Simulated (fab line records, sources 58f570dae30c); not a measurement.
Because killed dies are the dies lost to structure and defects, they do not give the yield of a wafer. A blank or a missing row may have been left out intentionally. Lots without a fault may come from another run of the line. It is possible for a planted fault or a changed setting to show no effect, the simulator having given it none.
Split-lot experiment || flow berkeley cmos170 || 23 wafers read from 5 lots, route of 331 steps

## SPLIT DETAILS
At UCB170_PWELL_CVD_05 (deposits Si3N4 from SiH2Cl2/NH3, target thk 220 nm, time 3300 s), the setting pressure mtorr was moved away from the recipe's 200 mTorr on 15 of the 23 wafers read, by -10.9% to +13.8%. All remaining wafers had this setting at the recipe value.

The file shows no step between the split and the reading.

## THE READING
PWELL_NITRIDE_THK at UCB170_PWELL_THK_MEAS_06, in nm. A value of 220.4 nm with a standard deviation of 1.9 nm is what fault-free wafers of this fab line usually give.

{"wafer": "L078.1", "tool, chamber at the split": "lpcvd-02, 0", "pressure mtorr as run, mTorr": 200, "against the recipe": "recipe", "PWELL_NITRIDE_THK, nm": 219.5, "against lot-mates on the recipe": "-"}
{"wafer": "L078.4", "tool, chamber at the split": "lpcvd-02, 0", "pressure mtorr as run, mTorr": 200, "against the recipe": "recipe", "PWELL_NITRIDE_THK, nm": 219.3, "against lot-mates on the recipe": "-"}
{"wafer": "L078.5", "tool, chamber at the split": "lpcvd-02, 0", "pressure mtorr as run, mTorr": 200, "against the recipe": "recipe", "PWELL_NITRIDE_THK, nm": 219.8, "against lot-mates on the recipe": "-"}
{"wafer": "L079.1", "tool, chamber at the split": "-, -", "pressure mtorr as run, mTorr": 227.6, "against the recipe": "+13.8%", "PWELL_NITRIDE_THK, nm": 230.1, "against lot-mates on the recipe": "no lot-mate on the recipe"}
{"wafer": "L079.2", "tool, chamber at the split": "-, -", "pressure mtorr as run, mTorr": 227.6, "against the recipe": "+13.8%", "PWELL_NITRIDE_THK, nm": 229.4, "against lot-mates on the recipe": "no lot-mate on the recipe"}
{"wafer": "L079.4", "tool, chamber at the split": "-, -", "pressure mtorr as run, mTorr": 227.6, "against the recipe": "+13.8%", "PWELL_NITRIDE_THK, nm": 227.9, "against lot-mates on the recipe": "no lot-mate on the recipe"}
{"wafer": "L079.5", "tool, chamber at the split": "-, -", "pressure mtorr as run, mTorr": 227.6, "against the recipe": "+13.8%", "PWELL_NITRIDE_THK, nm": 227.5, "against lot-mates on the recipe": "no lot-mate on the recipe"}
{"wafer": "L079.6", "tool, chamber at the split": "-, -", "pressure mtorr as run, mTorr": 227.6, "against the recipe": "+13.8%", "PWELL_NITRIDE_THK, nm": 229.2, "against lot-mates on the recipe": "no lot-mate on the recipe"}
{"wafer": "L080.1", "tool, chamber at the split": "-, -", "pressure mtorr as run, mTorr": 178.2, "against the recipe": "-10.9%", "PWELL_NITRIDE_THK, nm": 211.0, "against lot-mates on the recipe": "no lot-mate on the recipe"}
{"wafer": "L080.3", "tool, chamber at the split": "-, -", "pressure mtorr as run, mTorr": 178.2, "against the recipe": "-10.9%", "PWELL_NITRIDE_THK, nm": 210.9, "against lot-mates on the recipe": "no lot-mate on the recipe"}
{"wafer": "L080.4", "tool, chamber at the split": "-, -", "pressure mtorr as run, mTorr": 178.2, "against the recipe": "-10.9%", "PWELL_NITRIDE_THK, nm": 211.8, "against lot-mates on the recipe": "no lot-mate on the recipe"}
{"wafer": "L080.5", "tool, chamber at the split": "-, -", "pressure mtorr as run, mTorr": 178.2, "against the recipe": "-10.9%", "PWELL_NITRIDE_THK, nm": 212.8, "against lot-mates on the recipe": "no lot-mate on the recipe"}
{"wafer": "L080.6", "tool, chamber at the split": "-, -", "pressure mtorr as run, mTorr": 178.2, "against the recipe": "-10.9%", "PWELL_NITRIDE_THK, nm": 211.5, "against lot-mates on the recipe": "no lot-mate on the recipe"}
{"wafer": "L081.1", "tool, chamber at the split": "-, -", "pressure mtorr as run, mTorr": 186.1, "against the recipe": "-7.0%", "PWELL_NITRIDE_THK, nm": 214.2, "against lot-mates on the recipe": "no lot-mate on the recipe"}
{"wafer": "L081.2", "tool, chamber at the split": "-, -", "pressure mtorr as run, mTorr": 186.1, "against the recipe": "-7.0%", "PWELL_NITRIDE_THK, nm": 214.5, "against lot-mates on the recipe": "no lot-mate on the recipe"}
{"wafer": "L081.3", "tool, chamber at the split": "-, -", "pressure mtorr as run, mTorr": 186.1, "against the recipe": "-7.0%", "PWELL_NITRIDE_THK, nm": 213.7, "against lot-mates on the recipe": "no lot-mate on the recipe"}
{"wafer": "L081.5", "tool, chamber at the split": "-, -", "pressure mtorr as run, mTorr": 186.1, "against the recipe": "-7.0%", "PWELL_NITRIDE_THK, nm": 215.2, "against lot-mates on the recipe": "no lot-mate on the recipe"}
{"wafer": "L081.6", "tool, chamber at the split": "-, -", "pressure mtorr as run, mTorr": 186.1, "against the recipe": "-7.0%", "PWELL_NITRIDE_THK, nm": 213.0, "against lot-mates on the recipe": "no lot-mate on the recipe"}
{"wafer": "L084.1", "tool, chamber at the split": "-, -", "pressure mtorr as run, mTorr": 200, "against the recipe": "recipe", "PWELL_NITRIDE_THK, nm": 217.2, "against lot-mates on the recipe": "-"}
{"wafer": "L084.2", "tool, chamber at the split": "-, -", "pressure mtorr as run, mTorr": 200, "against the recipe": "recipe", "PWELL_NITRIDE_THK, nm": 219.7, "against lot-mates on the recipe": "-"}
{"wafer": "L084.3", "tool, chamber at the split": "-, -", "pressure mtorr as run, mTorr": 200, "against the recipe": "recipe", "PWELL_NITRIDE_THK, nm": 217.3, "against lot-mates on the recipe": "-"}
{"wafer": "L084.5", "tool, chamber at the split": "-, -", "pressure mtorr as run, mTorr": 200, "against the recipe": "recipe", "PWELL_NITRIDE_THK, nm": 219.0, "against lot-mates on the recipe": "-"}
{"wafer": "L084.6", "tool, chamber at the split": "-, -", "pressure mtorr as run, mTorr": 200, "against the recipe": "recipe", "PWELL_NITRIDE_THK, nm": 216.9, "against lot-mates on the recipe": "-"}

FIT RESULTS
A straight line over all 23 wafers: PWELL_NITRIDE_THK changes by +0.699 nm for each +1% of pressure mtorr; r = +0.99; the points scatter about the line by 1 nm.
Too few moved wafers have a lot-mate on the recipe to fit a line with each lot's own level taken away.

## THE WHOLE CHAIN: every reading that the file lists as answering this split, in the file's order
{"step": "UCB170_PWELL_CVD_05", "what it does": "deposits Si3N4 from SiH2Cl2/NH3, target thk 220 nm, time 3300 s", "reading": "Si3N4_of_PWELL_CVD_05.thk nm (the simulator's own value, which no gauge read)", "change (the file's fit)": "+0.701 nm for each +1% of the setting", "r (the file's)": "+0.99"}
{"step": "UCB170_PWELL_THK_MEAS_06", "what it does": "", "reading": "PWELL_NITRIDE_THK", "change (the file's fit)": "+0.699 for each +1% of the setting", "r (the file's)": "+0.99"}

## THE FILE'S OWN FIT
PWELL_NITRIDE_THK changes by +0.699 nm for each +1% of pressure mtorr, r = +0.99.
